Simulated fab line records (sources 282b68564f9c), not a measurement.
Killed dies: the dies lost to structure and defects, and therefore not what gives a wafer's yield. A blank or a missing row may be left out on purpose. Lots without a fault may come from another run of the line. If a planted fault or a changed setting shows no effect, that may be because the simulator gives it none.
A lot that was struck, set against a sound lot :: flow ritCmos :: 17 out of 202 route steps
Sound: the wafers L804.2, L804.3, L804.6. Wafers struck: L821.2, L821.3, L821.6. At the end, the cause is stated.
Per side, at each step with rows, come the tool, then ch with its chambers, and then its first start. Under that, the readings that differ: sound wafers :: struck wafers :: difference of the means :: sigmas: that difference in standard deviations of wafers without a fault.
alike: readings whose means differ by less than 2 such deviations, and words and numbers that are the same on both sides. not compared: withheld readings, readings that some wafer has no value for, bounds like >300 that may hide the same value, and numbers for which the record gives no deviation and whose values overlap.
A row with sigmas, a row that says differs or no value, or rows on one side alone: a step with any of these is where the two part. When numbers do not overlap yet have no deviation, they are printed without sigmas and do not part them. A reading that every wafer of one side lacks parts them only if that side has two wafers or more.

RIT_PWELL_TW_MEAS_10:
  struck on filmMetro-01, day 6 14:22; sound on filmMetro-01, day 2 21:25
  alike: PWELL_TW
then, 1 step without rows for these wafers: RIT_WELLDRIVE_ANNEAL_00 (time 14700 s).
RIT_WELLDRIVE_RS_MEAS_01: measurement is done with a four-point probe.
  struck on filmMetro-03, day 6 20:32; sound on filmMetro-03, day 3 02:34
  alike: NWELL_RS
RIT_WELLDRIVE_RS_MEAS_02: measurement is done with a four-point probe.
  struck on filmMetro-03, day 6 20:40; sound on filmMetro-03, day 3 02:41
reading: PWELL_RS (ohm/sq)
sound: 427.0 426.6 427.3
struck: 430.4 431.8 430.3
difference: +3.9
sigmas: +4
then, 6 steps without rows for these wafers: RIT_NRETRO_HMDS_00 (prime time 60 s); RIT_NRETRO_COAT_01 (resist thk 1300 nm); RIT_NRETRO_SOFTBAKE_02 (time 60 s); RIT_NRETRO_EXPOSE_03 (exposes mask M4, target cd 43900 nm); RIT_NRETRO_PEB_04; RIT_NRETRO_DEVELOP_05 (develop time 68 s).
RIT_NRETRO_OVL_MEAS_06:
  struck on overlay-02, day 6 21:46; sound on overlay-01, day 3 03:41
  alike: NRETRO_OVL
then, 1 step without rows for these wafers: RIT_NRETRO_HARDBAKE_07 (time 120 s).
RIT_NRETRO_IMPLANT_08:
  sound on implanter-03 ch 0, day 3 03:59; struck on implanter-01 ch 0, day 6 22:05
reading: doseIonsCm2
sound: 9.993e+12 1.0003e+13 1.001e+13
struck: 1.3705e+13 1.3713e+13 1.3698e+13
difference: +3.7033e+12
sigmas: +99 or more

reading: faradayCurrentUA
sound: 31.6 31.3 31.6
struck: 43.3 43.6 42.5
difference: +11.6
sigmas: +19
  alike: endStationPressureTorr
RIT_NRETRO_STRIP_09: strips in O2, time 180 s.
  sound on plasmaAsher-03 ch 0,1, day 3 04:07; struck on plasmaAsher-04 ch 0,1, day 6 22:12
  alike: drypumpMotorCurrentA
  not compared: rfHoursCounterH
RIT_NRETRO_TW_MEAS_10:
  struck on filmMetro-01, day 6 22:23; sound on filmMetro-02, day 3 04:17
reading: NRETRO_TW
sound: 1056 1056 1052
struck: 1164 1165 1156
difference: +107
sigmas: +27
then, 1 step without rows for these wafers: RIT_PRETRO_HMDS_00 (prime time 60 s).
RIT_M1_PROBE_99:
  struck on prober-01, day 8 05:34; sound on prober-01, day 4 08:28
reading: killed_at_M0_to_M3
sound: 0 0 0
struck: 0 1 0
difference: +0
sigmas: +2

reading: model.etest.pmos_0p3.rOnOhmUm
sound: 6305 6394 6280
struck: 6549 6634 6549
difference: +251
sigmas: 

reading: model.etest.pmosTurned.rOnOhmUm
sound: 3444 3376 3387
struck: 3455 3446 3509
difference: +68
sigmas: 

reading: model.etest.pmos_0p15.driveUaUm
sound: 256.4 259.4 261.9
struck: 243.2 244.2 240.8
difference: -16.5
sigmas: 

reading: model.etest.pmosTurned.driveUaUm
sound: 190.1 192.8 194.2
struck: 185.8 183 183.3
difference: -8.3
sigmas: 

reading: model.etest.pmosNarrow.driveUaUm
sound: 98.64 97.19 100.5
struck: 90.78 90.54 91.72
difference: -7.76
sigmas: 

reading: model.etest.pmos_0p3.driveUaUm
sound: 99.87 98.28 101.2
struck: 90.43 90.45 91.32
difference: -9.05
sigmas: 

reading: model.etest.wellEdgeRight.lineOhmUm
sound: 183.1 185.5 181.7
struck: 176.4 176.3 175.4
difference: -7.4
sigmas: 

reading: model.etest.wellEdgeLeft.lineOhmUm
sound: 182.9 181.1 182
struck: 175 174.7 175.7
difference: -7
sigmas: 
  alike: killedAtFrontEnd, killedDies, killedOpen, killedShort

WHERE THEY PART
Last at RIT_M1_PROBE_99 as far as this record goes, first at RIT_WELLDRIVE_RS_MEAS_02.

WHY: what had been put in by the simulator
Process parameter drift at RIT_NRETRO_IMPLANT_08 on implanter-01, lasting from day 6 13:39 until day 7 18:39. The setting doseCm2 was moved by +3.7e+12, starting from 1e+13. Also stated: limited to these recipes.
